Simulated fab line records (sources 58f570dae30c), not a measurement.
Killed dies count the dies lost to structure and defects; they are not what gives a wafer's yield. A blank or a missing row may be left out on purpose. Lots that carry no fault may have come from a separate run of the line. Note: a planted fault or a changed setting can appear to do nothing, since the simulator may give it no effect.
Which tool did it? + flow berkeleyCmos170 + 42 wafers from 14 lots sampled at 5 of the route's 331 steps

== WHAT THE GAUGES READ, wafer by wafer ==
UCB170_V2_THK_MEAS_04. Usual: V2_POLISHED_THK 999.4 nm, standard deviation 1.5.
| lot  | measured     | on           | V2_POLISHED_THK (nm) | flag |
|------|--------------|--------------|----------------------|------|
| L518 | day 7 10:30  | filmMetro-02 | 1001.0 1001.7 1002.5 |      |
| L520 | day 8 11:04  | filmMetro-02 | 997.5 999.6 1000.5   |      |
| L519 | day 8 11:11  | filmMetro-03 | 1000.2 999.1 997.0   |      |
| L521 | day 8 16:25  | filmMetro-02 | 998.7 997.8 999.8    |      |
| L524 | day 9 01:01  | filmMetro-04 | 999.3 1001.3 998.6   |      |
| L523 | day 9 01:10  | filmMetro-02 | 1001.9 998.4 1000.3  |      |
| L527 | day 9 10:40  | filmMetro-02 | 1001.5 998.9 998.0   |      |
| L526 | day 9 10:59  | filmMetro-04 | 997.7 998.9 997.8    |      |
| L530 | day 10 20:49 | filmMetro-03 | 997.2 1000.0 1002.4  |      |
| L532 | day 11 11:16 | filmMetro-03 | 999.5 998.6 1000.7   |      |
| L538 | day 11 20:37 | filmMetro-03 | 999.9 998.1 1000.6   |      |
| L541 | day 12 16:17 | filmMetro-04 | 999.2 999.8 998.8    |      |
| L539 | day 12 16:37 | filmMetro-04 | 998.1 999.2 1001.5   |      |
| L540 | day 12 16:56 | filmMetro-02 | 1001.9 1000.1 1001.4 |      |

UCB170_V2_CD_MEAS_12: target cd 700 nm. Usual: cdNm at 699.9 nm, with a standard deviation of 1.5.
| lot  | measured     | on       | cdNm (nm)         | flag |
|------|--------------|----------|-------------------|------|
| L518 | day 7 11:37  | cdSem-01 | 700.4 699.5 699.3 |      |
| L520 | day 8 13:05  | cdSem-01 | 700.8 700.5 702.4 |      |
| L519 | day 8 13:40  | cdSem-01 | 700.8 701.3 700.9 |      |
| L521 | day 8 17:29  | cdSem-02 | 700.0 700.3 701.5 |      |
| L524 | day 9 04:19  | cdSem-02 | 701.4 701.5 700.6 |      |
| L523 | day 9 04:38  | cdSem-02 | 696.1 695.9 697.1 |      |
| L527 | day 9 11:53  | cdSem-01 | 698.6 698.1 699.5 |      |
| L526 | day 9 12:29  | cdSem-02 | 700.3 700.6 701.1 |      |
| L530 | day 10 22:22 | cdSem-01 | 699.3 698.7 699.1 |      |
| L532 | day 11 12:28 | cdSem-01 | 700.9 701.2 700.2 |      |
| L538 | day 11 22:19 | cdSem-01 | 690.5 689.5 690.5 | OFF  |
| L541 | day 12 17:23 | cdSem-02 | 702.9 703.9 703.1 |      |
| L539 | day 12 18:04 | cdSem-02 | 689.2 689.7 687.9 | OFF  |
| L540 | day 12 18:12 | cdSem-01 | 701.0 701.4 702.5 |      |

UCB170_M3_CD_MEAS_15: target cd 700 nm. Usual: cdNm at 700.0 nm, with a standard deviation of 1.5.
| lot  | measured     | on       | cdNm (nm)         | flag |
|------|--------------|----------|-------------------|------|
| L518 | day 7 14:05  | cdSem-02 | 698.5 698.5 698.9 |      |
| L520 | day 8 16:22  | cdSem-01 | 697.1 698.8 699.8 |      |
| L519 | day 8 16:52  | cdSem-02 | 698.8 698.3 698.4 |      |
| L521 | day 8 20:11  | cdSem-01 | 700.6 699.4 700.4 |      |
| L524 | day 9 09:13  | cdSem-02 | 697.0 698.3 699.4 |      |
| L523 | day 9 09:31  | cdSem-02 | 697.8 696.5 697.9 |      |
| L527 | day 9 14:36  | cdSem-02 | 700.2 700.7 699.3 |      |
| L526 | day 9 14:57  | cdSem-02 | 699.0 700.0 697.8 |      |
| L530 | day 11 01:24 | cdSem-01 | 699.4 699.8 697.7 |      |
| L532 | day 11 16:32 | cdSem-02 | 700.3 699.1 697.9 |      |
| L538 | day 12 01:27 | cdSem-01 | 700.2 699.7 701.4 |      |
| L541 | day 12 20:11 | cdSem-01 | 699.6 699.4 699.4 |      |
| L539 | day 12 21:32 | cdSem-02 | 701.9 702.9 701.9 |      |
| L540 | day 12 21:41 | cdSem-01 | 697.6 698.8 698.3 |      |

== EACH LOT AND THE TOOL THAT RAN IT (in order: tool; ch and the chambers of the sampled wafers; start) ==
| lot  | UCB170_M2_ETCH_17                 | UCB170_V2_SOFTBAKE_08            |
|------|-----------------------------------|----------------------------------|
| L518 | rieDiel-03 ch 0,3, day 7 09:13    | lithoTrack-03 ch 0, day 7 11:03  |
| L520 | rieDiel-03 ch 0,1,3, day 8 09:47  | lithoTrack-04 ch 0, day 8 11:38  |
| L519 | rieDiel-02 ch 0,1,3, day 8 10:02  | lithoTrack-01 ch 0, day 8 12:47  |
| L521 | rieDiel-01 ch 0,1,3, day 8 15:08  | lithoTrack-04 ch 0, day 8 16:57  |
| L524 | rieDiel-03 ch 0,1,2, day 8 23:45  | lithoTrack-01 ch 0, day 9 02:56  |
| L523 | rieDiel-02 ch 0,1,3, day 9 00:04  | lithoTrack-03 ch 0, day 9 03:13  |
| L527 | rieDiel-03 ch 0,1,3, day 9 09:35  | lithoTrack-03 ch 0, day 9 11:13  |
| L526 | rieDiel-03 ch 0,1,3, day 9 09:42  | lithoTrack-04 ch 0, day 9 11:49  |
| L530 | rieDiel-02 ch 0,2,3, day 10 19:44 | lithoTrack-04 ch 0, day 10 21:30 |
| L532 | rieDiel-02 ch 0,1,2, day 11 10:11 | lithoTrack-03 ch 0, day 11 11:48 |
| L538 | rieDiel-03 ch 0,3, day 11 19:24   | lithoTrack-03 ch 0, day 11 21:31 |
| L541 | rieDiel-02 ch 1,2, day 12 15:11   | lithoTrack-01 ch 0, day 12 16:51 |
| L539 | rieDiel-03 ch 0,1,3, day 12 15:28 | lithoTrack-03 ch 0, day 12 17:17 |
| L540 | rieDiel-01 ch 0,1,2, day 12 15:47 | lithoTrack-04 ch 0, day 12 17:30 |
- UCB170_M2_ETCH_17: etches BARC in N2/H2.
- UCB170_V2_SOFTBAKE_08: time 60 s.

== WHAT THE TOOLS THEMSELVES READ (means of the sampled wafers that have a number; where no wafer has one, the mark that the record gives instead) ==
UCB170_M2_ETCH_17. Usual: drypumpMotorCurrentA 5.9 A, standard deviation 0.47; oesProductAu 1.005 a.u., standard deviation 0.026; throttleValvePct 13.33 %, standard deviation 0.23.
| lot  | tool       | drypumpMotorCurrentA (A) | oesProductAu (a.u.) | throttleValvePct (%) | flag |
|------|------------|--------------------------|---------------------|----------------------|------|
| L518 | rieDiel-03 | 5.9                      | 0.982               | 13.22                |      |
| L520 | rieDiel-03 | 6.1                      | 0.977               | 13.27                |      |
| L519 | rieDiel-02 | 5.3                      | 1.019               | 13.27                |      |
| L521 | rieDiel-01 | 6.1                      | 1.021               | 13.42                |      |
| L524 | rieDiel-03 | 6.2                      | 0.979               | 13.24                |      |
| L523 | rieDiel-02 | 5.3                      | 1.007               | 13.28                |      |
| L527 | rieDiel-03 | 6.1                      | 0.983               | 13.27                |      |
| L526 | rieDiel-03 | 6.2                      | 0.986               | 13.28                |      |
| L530 | rieDiel-02 | 5.7                      | 1.022               | 13.49                |      |
| L532 | rieDiel-02 | 5.8                      | 1.007               | 13.24                |      |
| L538 | rieDiel-03 | 6.2                      | 0.989               | 13.13                |      |
| L541 | rieDiel-02 | 5.5                      | 0.995               | 13.07                |      |
| L539 | rieDiel-03 | 6.1                      | 0.976               | 13.27                |      |
| L540 | rieDiel-01 | 6.1                      | 1.027               | 13.41                |      |

UCB170_V2_SOFTBAKE_08. Usual: heaterPowerTotalW 56.81 W, standard deviation 0.045; plateTempC 129.98 C, standard deviation 0.13.
| lot  | tool          | heaterPowerTotalW (W) | plateTempC (C) | flag |
|------|---------------|-----------------------|----------------|------|
| L518 | lithoTrack-03 | 56.83                 | 130.01         |      |
| L520 | lithoTrack-04 | 56.83                 | 130.03         |      |
| L519 | lithoTrack-01 | 56.79                 | 129.96         |      |
| L521 | lithoTrack-04 | 56.79                 | 130.00         |      |
| L524 | lithoTrack-01 | 56.79                 | 129.95         |      |
| L523 | lithoTrack-03 | 56.84                 | 130.12         |      |
| L527 | lithoTrack-03 | 56.80                 | 130.08         |      |
| L526 | lithoTrack-04 | 56.83                 | 129.88         |      |
| L530 | lithoTrack-04 | 56.79                 | 129.96         |      |
| L532 | lithoTrack-03 | 56.79                 | 130.14         |      |
| L538 | lithoTrack-03 | 54.14                 | 125.17         | OFF  |
| L541 | lithoTrack-01 | 56.83                 | 129.77         |      |
| L539 | lithoTrack-03 | 54.11                 | 125.25         | OFF  |
| L540 | lithoTrack-04 | 56.80                 | 129.98         |      |

== THE ANSWER, worked out from the rows above alone ==
Rule: lot off if the mean of its wafers having a number is beyond 3 standard deviations from the usual mean. Also off: a lot with no number at a reading for which 4 or more lots have one. Where the step has rows for the other lots, those lots are counted as sound. The gauges are gone through in route order, then the tools' own readings, and for those a lot's mean is taken as printed above. At the first step where some lot is off, the reading lying furthest off is the one used; lots without a number count as furthest.
Off: L538, L539, at UCB170_V2_CD_MEAS_12 (cdNm).
If a tool, at a process step before that reading, ran all the lots that are off and no sound lot after the first of them, it fits. Not tried: the gauges at UCB170_V2_CD_MEAS_12; whatever is off there is also off at UCB170_V2_SOFTBAKE_08, on other tools, and gauge error can't account for it. Undecided on this evidence; 2 tools fit (rieDiel-03 at UCB170_M2_ETCH_17, lithoTrack-03 at UCB170_V2_SOFTBAKE_08).

== WHAT HAD BEEN PUT IN BY THE SIMULATOR ==
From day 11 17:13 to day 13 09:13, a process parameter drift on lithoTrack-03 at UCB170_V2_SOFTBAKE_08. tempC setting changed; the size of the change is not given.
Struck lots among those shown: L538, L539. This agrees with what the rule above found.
